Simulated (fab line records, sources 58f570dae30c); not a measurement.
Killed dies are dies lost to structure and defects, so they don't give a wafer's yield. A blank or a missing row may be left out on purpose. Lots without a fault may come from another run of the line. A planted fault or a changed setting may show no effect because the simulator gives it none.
Which tool did it? | flow berkeley_cmos170 | 14 lots, 42 wafers sampled, at 1 step of a route of 331

WHAT THE GAUGES READ, wafer by wafer
UCB170_V1_CD_MEAS_12: target cd 700 nm.
lot  | measured     | on        | cd_nm (nm)
L562 | day 8 04:23  | cd_sem-01 | 701.7 701.9 701.5
L566 | day 9 08:47  | cd_sem-01 | 701.9 701.3 700.9
L565 | day 9 11:45  | cd_sem-01 | 699.5 701.7 700.9
L569 | day 9 18:19  | cd_sem-02 | 699.3 699.5 699.3
L570 | day 10 03:06 | cd_sem-01 | 698.0 697.1 698.1
L572 | day 10 10:32 | cd_sem-01 | 700.6 700.1 700.0
L575 | day 10 21:02 | cd_sem-01 | 701.1 701.2 699.7
L573 | day 10 22:22 | cd_sem-02 | 697.8 699.4 698.8
L574 | day 10 22:35 | cd_sem-02 | 700.3 700.4 700.5
L576 | day 11 22:12 | cd_sem-02 | 699.2 698.1 700.2
L577 | day 11 22:30 | cd_sem-02 | 702.0 700.8 702.3
L578 | day 12 17:20 | cd_sem-01 | 702.0 699.9 701.7
L579 | day 12 17:24 | cd_sem-02 | 698.8 697.5 698.5
L585 | day 14 17:33 | cd_sem-01 | 696.7 697.8 696.0

WHICH TOOL RAN EACH LOT (tool, then ch and the chambers of the sampled wafers, then the start)
The record holds no process step before these readings.

WHAT THE TOOLS THEMSELVES READ (means of the sampled wafers that have a number; where no wafer has one, the mark that the record gives instead)
The record holds no such reading with a usual standard deviation.

THE ANSWER, worked out from the rows above alone
Rule: what is usual is taken from the lots themselves. Put in order of their means at a reading, lots are off if they are a third of the lots or fewer, leave a main group of 4 or more, and stand apart from it by a gap of 3 or more times the standard deviation of the main group's means; of several such gaps the widest counts. A main group whose means are all the same, to the digits that the tables above print for the reading, isn't used. A lot without any number at a reading at which 4 lots or more have one is off too. The other lots that the step has rows for count as sound. The gauges are gone through in route order, then the tools' own readings, and for those a lot's mean is taken as printed above. The first step at which some lot is off is used, and at that step the reading that is off furthest; a lot without a number counts as furthest.
No lot is off at any reading shown: from this, nothing can be told.

WHAT THE SIMULATOR HAD PUT IN
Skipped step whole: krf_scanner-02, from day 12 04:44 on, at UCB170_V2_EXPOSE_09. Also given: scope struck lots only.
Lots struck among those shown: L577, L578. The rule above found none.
